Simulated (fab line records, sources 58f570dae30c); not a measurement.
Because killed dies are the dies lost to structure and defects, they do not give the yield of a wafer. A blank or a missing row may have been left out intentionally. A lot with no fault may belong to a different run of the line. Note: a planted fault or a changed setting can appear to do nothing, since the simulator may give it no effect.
Split-lot study -- flow berkeley_cmos170 -- on a route of 331 steps: 5 lots, 23 wafers read

ON THE SPLIT
At UCB170_CONTACT_CVD_01 (deposits PSG from SiH4/O2/PH3, target thk 700 nm, time 2820 s), the setting o2_flow_sccm was moved away from the recipe's 90 sccm on 10 of the 23 wafers read, by -11.0% to +12.8%. This setting was run at the recipe's value on the other wafers.

Split to reading: the file shows no intervening step.

THE READING
Values of CONTACT_PSG_THK in nm from UCB170_CONTACT_THK_MEAS_02. A value of 701 nm with a standard deviation of 6.1 nm is what fault-free wafers of this fab line usually give.

wafer,"tool, chamber at the split","o2_flow_sccm as run, sccm",against the recipe,"CONTACT_PSG_THK, nm",against lot-mates on the recipe
L074.1,"-, -",90,recipe,701,-
L074.2,"-, -",90,recipe,700,-
L074.3,"-, -",90,recipe,703,-
L074.5,"-, -",90,recipe,696,-
L074.6,"-, -",90,recipe,696,-
L076.1,"lpcvd-01, 1",90,recipe,705,-
L076.3,"lpcvd-01, 1",90,recipe,705,-
L076.4,"lpcvd-01, 1",90,recipe,708,-
L081.1,"-, -",80.09,-11.0%,668,no lot-mate on the recipe
L081.2,"-, -",80.09,-11.0%,671,no lot-mate on the recipe
L081.3,"-, -",80.09,-11.0%,671,no lot-mate on the recipe
L081.5,"-, -",80.09,-11.0%,672,no lot-mate on the recipe
L081.6,"-, -",80.09,-11.0%,671,no lot-mate on the recipe
L083.1,"-, -",90,recipe,706,-
L083.3,"-, -",90,recipe,714,-
L083.4,"-, -",90,recipe,710,-
L083.5,"-, -",90,recipe,712,-
L083.6,"-, -",90,recipe,704,-
L084.1,"-, -",101.5,+12.8%,748,no lot-mate on the recipe
L084.2,"-, -",101.5,+12.8%,749,no lot-mate on the recipe
L084.4,"-, -",101.5,+12.8%,744,no lot-mate on the recipe
L084.5,"-, -",101.5,+12.8%,742,no lot-mate on the recipe
L084.6,"-, -",101.5,+12.8%,748,no lot-mate on the recipe

THE FIT
A straight line over all 23 wafers: CONTACT_PSG_THK changes by +3.18 nm for each +1% of o2_flow_sccm; r = +0.99; the points scatter about the line by 4.5 nm.
Too few moved wafers with a lot-mate on the recipe to fit a line net of each lot's own level.

THE WHOLE CHAIN: every reading that the file lists as answering this split, in the file's order
step,what it does,reading,change (the file's fit),r (the file's)
UCB170_CONTACT_CVD_01,"deposits PSG from SiH4/O2/PH3, target thk 700 nm, time 2820 s","PSG_of_CONTACT_CVD_01.thk_nm (the simulator's own value, which no gauge read)",+3.17 nm for each +1% of the setting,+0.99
UCB170_CONTACT_THK_MEAS_02,,CONTACT_PSG_THK,+3.18 for each +1% of the setting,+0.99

THE FILE'S OWN FIT
CONTACT_PSG_THK changes by +3.18 nm for each +1% of o2_flow_sccm, r = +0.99.
